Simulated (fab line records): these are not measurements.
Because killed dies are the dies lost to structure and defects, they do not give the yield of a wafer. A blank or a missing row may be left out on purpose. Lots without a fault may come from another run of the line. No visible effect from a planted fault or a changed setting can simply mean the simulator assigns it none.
2 desks looking at one fault + flow berkeley-cmos170 + what lay behind the numbers comes last; until then each desk has only its own

TOOL OWNER'S DESK, furnace-03
The tool's own readings at UCB170_WELLDRIVE_OXIDATION_01 (target thk 199 nm, ox time 9000 s): means of the sampled wafers that have a number, for each lot that ran on this tool. Marked OUT: a lot whose mean sits more than 4 standard deviations from the usual mean, which makes it out of limits; the brackets give that distance.
Columns: A = spike-tc-load-C at UCB170_WELLDRIVE_OXIDATION_01, usual 1126.8 C; B = zone-power-load-pct at UCB170_WELLDRIVE_OXIDATION_01, usual 43.3 %
| lot  | first seen here | A      | B    |
|------|-----------------|--------|------|
| L136 | day 3 20:13     | 1123.9 | 40.7 |
| L137 | day 3 20:13     | 1124.4 | 40.8 |
| L138 | day 3 20:13     | 1124.5 | 41.1 |
| L141 | day 4 20:24     | 1125.3 | 40.8 |
| L142 | day 4 23:54     | 1123.8 | 41.1 |
| L143 | day 5 04:44     | 1123.8 | 40.9 |
This desk's finding: nothing out of limits on any of the 6 lots.

AT THE METROLOGY DESK
What the gauges read for every lot (on any tool): the sampled wafers with a number, averaged. Marked OUT: a lot whose mean sits more than 4 standard deviations from the usual mean, which makes it out of limits; the brackets give that distance.
Columns: A = WELLDRIVE_OXIDE_THK at UCB170_WELLDRIVE_THK_MEAS_02, usual 199 nm
| lot  | first seen here | A              |
|------|-----------------|----------------|
| L134 | day 3 11:53     | 200            |
| L135 | day 3 11:55     | 199            |
| L137 | day 3 23:43     | 202            |
| L138 | day 3 23:45     | 199            |
| L136 | day 3 23:46     | 199            |
| L141 | day 4 23:55     | 199            |
| L142 | day 5 03:25     | 224 (+6.5) OUT |
| L143 | day 5 08:14     | 226 (+7.1) OUT |
| L144 | day 5 13:02     | 201            |
| L150 | day 6 21:34     | 194            |
| L151 | day 7 02:26     | 200            |
| L154 | day 7 18:10     | 197            |
| L156 | day 8 03:43     | 195            |
| L155 | day 8 03:46     | 202            |
Finding of this desk: L142, L143 out of limits, first seen on L142 at day 5 03:25 (WELLDRIVE_OXIDE_THK at UCB170_WELLDRIVE_THK_MEAS_02). Within limits: L134, L135, L137, L138, L136, L141, L144, L150, L151, L154, L156, L155.

PUT TOGETHER
At day 5 03:25 the metrology desk could have sounded an alarm, on L142, L143.
The tool owner's desk saw nothing out of limits.
On record at the tool owner's desk: L142, L143, within its limits.
On furnace-03, each named lot ran UCB170_WELLDRIVE_OXIDATION_01.

WHAT WAS PUT IN BY THE SIMULATOR
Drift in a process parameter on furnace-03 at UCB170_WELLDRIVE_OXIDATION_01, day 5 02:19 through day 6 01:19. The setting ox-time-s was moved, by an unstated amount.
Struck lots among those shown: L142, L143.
Time in hours between the start of the fault and the first out-of-limits reading at each desk: metrology desk, 1.
